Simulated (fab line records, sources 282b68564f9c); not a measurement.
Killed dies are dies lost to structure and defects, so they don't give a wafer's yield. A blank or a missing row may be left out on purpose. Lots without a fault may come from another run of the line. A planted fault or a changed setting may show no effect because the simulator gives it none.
Which tool did it? | flow rit_cmos | 14 lots, 42 wafers sampled, at 2 steps of a route of 202

WHAT THE GAUGES READ, wafer by wafer
RIT_SPACER_THK_MEAS_04.
lot  | measured    | on            | SPACER_NITRIDE_THK (nm)
L574 | day 3 00:14 | film_metro-02 | 247.3 250.3 249.1
L575 | day 3 06:52 | film_metro-01 | 247.6 248.8 248.8
L576 | day 3 09:29 | film_metro-01 | 253.4 250.8 251.6
L577 | day 3 16:45 | film_metro-03 | 250.2 248.3 249.1
L578 | day 3 22:43 | film_metro-02 | 254.1 253.0 251.5
L579 | day 4 04:05 | film_metro-03 | 247.9 247.7 247.4
L580 | day 4 09:27 | film_metro-03 | 251.2 251.1 252.1
L585 | day 5 11:25 | film_metro-03 | 254.8 253.3 254.8
L586 | day 6 00:28 | film_metro-01 | 283.7 282.5 282.5
L588 | day 6 07:47 | film_metro-02 | 289.5 287.8 289.4
L591 | day 6 16:18 | film_metro-01 | 251.2 252.5 251.4
L592 | day 6 20:38 | film_metro-02 | 249.0 249.8 249.3
L594 | day 7 05:50 | film_metro-02 | 248.8 249.3 250.4
L595 | day 7 08:49 | film_metro-01 | 250.2 250.8 249.7

WHICH TOOL RAN EACH LOT (tool, then ch and the chambers of the sampled wafers, then the start)
lot  | RIT_SPACER_CVD_03
L574 | lpcvd-02 ch 0, day 2 22:19
L575 | lpcvd-01 ch 1, day 3 04:56
L576 | lpcvd-01 ch 0, day 3 07:34
L577 | lpcvd-01 ch 0, day 3 14:49
L578 | lpcvd-01 ch 1, day 3 20:49
L579 | lpcvd-02 ch 0, day 4 02:09
L580 | lpcvd-01 ch 1, day 4 07:32
L585 | lpcvd-01 ch 0, day 5 09:30
L586 | lpcvd-02 ch 1, day 5 22:31
L588 | lpcvd-02 ch 1, day 6 05:53
L591 | lpcvd-01 ch 0, day 6 14:23
L592 | lpcvd-01 ch 1, day 6 18:43
L594 | lpcvd-01 ch 0, day 7 03:55
L595 | lpcvd-01 ch 0, day 7 06:53
- RIT_SPACER_CVD_03: deposits Si3N4 from SiH2Cl2/NH3, target thk 250 nm, time 3300 s.

WHAT THE TOOLS THEMSELVES READ (means of the sampled wafers that have a number; where no wafer has one, the mark that the record gives instead)
RIT_SPACER_CVD_03.
lot  | tool     | sih2cl2_flow_sccm (sccm) | zone_power_source_pct (%)
L574 | lpcvd-02 | 60.02                    | 22.8
L575 | lpcvd-01 | 60.33                    | 20.0
L576 | lpcvd-01 | 59.99                    | 22.2
L577 | lpcvd-01 | 60.18                    | 22.1
L578 | lpcvd-01 | 60.14                    | 19.8
L579 | lpcvd-02 | 59.79                    | 22.8
L580 | lpcvd-01 | 59.97                    | 20.1
L585 | lpcvd-01 | 60.03                    | 22.3
L586 | lpcvd-02 | 90.02                    | 21.7
L588 | lpcvd-02 | 89.83                    | 21.9
L591 | lpcvd-01 | 60.03                    | 22.1
L592 | lpcvd-01 | 59.95                    | 19.9
L594 | lpcvd-01 | 59.93                    | 22.2
L595 | lpcvd-01 | 60.09                    | 22.3

THE ANSWER, worked out from the rows above alone
Rule: what is usual is taken from the lots themselves. Put in order of their means at a reading, lots are off if they are a third of the lots or fewer, leave a main group of 4 or more, and stand apart from it by a gap of 3 or more times the standard deviation of the main group's means; of several such gaps the widest counts. A main group whose means are all the same, to the digits that the tables above print for the reading, isn't used. A lot without any number at a reading at which 4 lots or more have one is off too. The other lots that the step has rows for count as sound. The gauges are gone through in route order, then the tools' own readings, and for those a lot's mean is taken as printed above. The first step at which some lot is off is used, and at that step the reading that is off furthest; a lot without a number counts as furthest.
Off: L586, L588, at RIT_SPACER_THK_MEAS_04 (SPACER_NITRIDE_THK). The main group: mean 250.5 nm, standard deviation 1.9.
A tool fits if, at a process step before that reading, it ran every lot that is off, and no sound lot after the first of them. The gauges at RIT_SPACER_THK_MEAS_04 aren't tried: what is off there is off at RIT_SPACER_CVD_03 too, on other tools, and a gauge's error can't cause that. One fits: lpcvd-02 at RIT_SPACER_CVD_03. Its last sound lot is L579 (day 4 02:09), its first lot that is off L586 (day 5 22:31): a fault that began between those two fits.
The tool's own readings at RIT_SPACER_CVD_03 bear it out: on the lots that are off they differ by more than 5 times the standard deviation of the sound lots' means. sih2cl2_flow_sccm reads 89.92 sccm there against 60.04 sccm on the sound lots.

WHAT THE SIMULATOR HAD PUT IN
Process parameter drift: lpcvd-02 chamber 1, from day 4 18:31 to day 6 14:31, at RIT_SPACER_CVD_03. Setting sih2cl2_flow_sccm, moved by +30, from 60. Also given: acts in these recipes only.
Lots struck among those shown: L586, L588. The rule above found the same.
